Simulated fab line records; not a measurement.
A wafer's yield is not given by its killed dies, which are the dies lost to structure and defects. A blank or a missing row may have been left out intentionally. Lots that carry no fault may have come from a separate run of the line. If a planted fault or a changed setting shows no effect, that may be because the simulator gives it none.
The tool behind it: which one?	flow berkeley cmos170	13 lots with 39 wafers sampled at 2 steps, on a route of 331 steps

== WHAT THE GAUGES SHOWED, per wafer ==
Not one reading of a measure or inspect step in the record can be checked against a usual standard deviation.

== WHAT TOOL EACH LOT RAN ON (gives the tool, then ch and the chambers of the sampled wafers, and finally the start) ==
lot	UCB170_V2_COAT_07	UCB170_V2_STRIP_15
L522	litho track-02 ch 0, day 9 02:47	plasma asher-01 ch 0,1, day 9 03:49
L521	litho track-02 ch 0, day 9 08:08	plasma asher-03 ch 0,1, day 9 09:56
L523	litho track-03 ch 0, day 9 13:46	plasma asher-03 ch 0,1, day 9 14:47
L524	litho track-01 ch 0, day 9 14:56	plasma asher-01 ch 0,1, day 9 16:05
L526	litho track-02 ch 0, day 10 03:31	plasma asher-01 ch 0,1, day 10 04:52
L525	litho track-02 ch 0, day 10 04:44	plasma asher-04 ch 0,1, day 10 06:26
L527	litho track-01 ch 0, day 10 07:07	plasma asher-04 ch 0,1, day 10 09:16
L528	litho track-01 ch 0, day 10 12:17	plasma asher-04 ch 0,1, day 10 13:29
L530	litho track-03 ch 0, day 10 15:15	plasma asher-03 ch 0,1, day 10 16:34
L536	litho track-02 ch 0, day 12 08:35	plasma asher-03 ch 0,1, day 12 09:44
L538	litho track-01 ch 0, day 12 18:20	plasma asher-01 ch 0,1, day 12 19:28
L541	litho track-03 ch 0, day 12 21:26	plasma asher-04 ch 0,1, day 12 22:35
L543	litho track-03 ch 0, day 14 04:46	plasma asher-04 ch 0,1, day 14 06:14
- UCB170_V2_COAT_07: resist thk 900 nm.
- UCB170_V2_STRIP_15: strips in O2.

== AS READ BY THE TOOLS THEMSELVES (means over the sampled wafers that have a number; for cases with no such wafer, the mark the record gives instead) ==
UCB170_V2_COAT_07. Usual: chill plate temp C 22.99 C, standard deviation 0.09; spin speed rpm 1500.0 rpm, standard deviation 1.
lot	tool	chill plate temp C (C)	spin speed rpm (rpm)	flag
L522	litho track-02	23.04	1500.7	
L521	litho track-02	22.98	1499.9	
L523	litho track-03	22.98	1499.4	
L524	litho track-01	23.07	1499.4	
L526	litho track-02	22.99	1500.2	
L525	litho track-02	22.98	1501.4	
L527	litho track-01	22.91	1500.9	
L528	litho track-01	22.89	1499.9	
L530	litho track-03	23.02	1499.6	
L536	litho track-02	23.03	1499.5	
L538	litho track-01	23.05	1500.1	
L541	litho track-03	22.90	1500.6	
L543	litho track-03	22.97	1500.5	

UCB170_V2_STRIP_15. Usual: drypump motor current A 5.6 A, standard deviation 0.51; oes product au 0.722 a.u., standard deviation 0.0041; strip time to endpoint s 15.32 s, standard deviation 0.1.
lot	tool	drypump motor current A (A)	oes product au (a.u.)	strip time to endpoint s (s)	flag
L522	plasma asher-01	5.1	0.723	15.27	
L521	plasma asher-03	6.2	0.718	15.17	
L523	plasma asher-03	5.9	0.718	15.36	
L524	plasma asher-01	4.9	0.724	15.32	
L526	plasma asher-01	4.9	0.719	15.43	
L525	plasma asher-04	5.5	0.726	15.28	
L527	plasma asher-04	5.8	0.723	15.35	
L528	plasma asher-04	5.8	0.723	15.36	
L530	plasma asher-03	5.9	0.722	15.37	
L536	plasma asher-03	6.2	0.722	15.44	
L538	plasma asher-01	4.9	0.724	15.68	OFF
L541	plasma asher-04	5.5	0.724	15.40	
L543	plasma asher-04	5.8	0.725	15.26	

== THE ANSWER, worked out from the rows above alone ==
Rule: take the mean of a lot's wafers that have a number; if it is more than 3 standard deviations from the usual mean, the lot is off. A lot without any number at a reading at which 4 lots or more have one is off too. All remaining lots with rows at the step are treated as sound. After the gauges, taken in route order, come the tools' own readings; for these a lot's mean is taken, as printed above. At the first step where some lot is off, the reading lying furthest off is the one used; lots without a number count as furthest.
Off: L538, at UCB170_V2_STRIP_15 (strip time to endpoint s).
A tool fits if, at that step or a process step before it, it ran every lot that is off, and no sound lot after the first of them. Can't be told from this: 2 tools fit, litho track-01 at UCB170_V2_COAT_07, plasma asher-01 at UCB170_V2_STRIP_15.

== WHAT THE SIMULATOR HAD INSERTED ==
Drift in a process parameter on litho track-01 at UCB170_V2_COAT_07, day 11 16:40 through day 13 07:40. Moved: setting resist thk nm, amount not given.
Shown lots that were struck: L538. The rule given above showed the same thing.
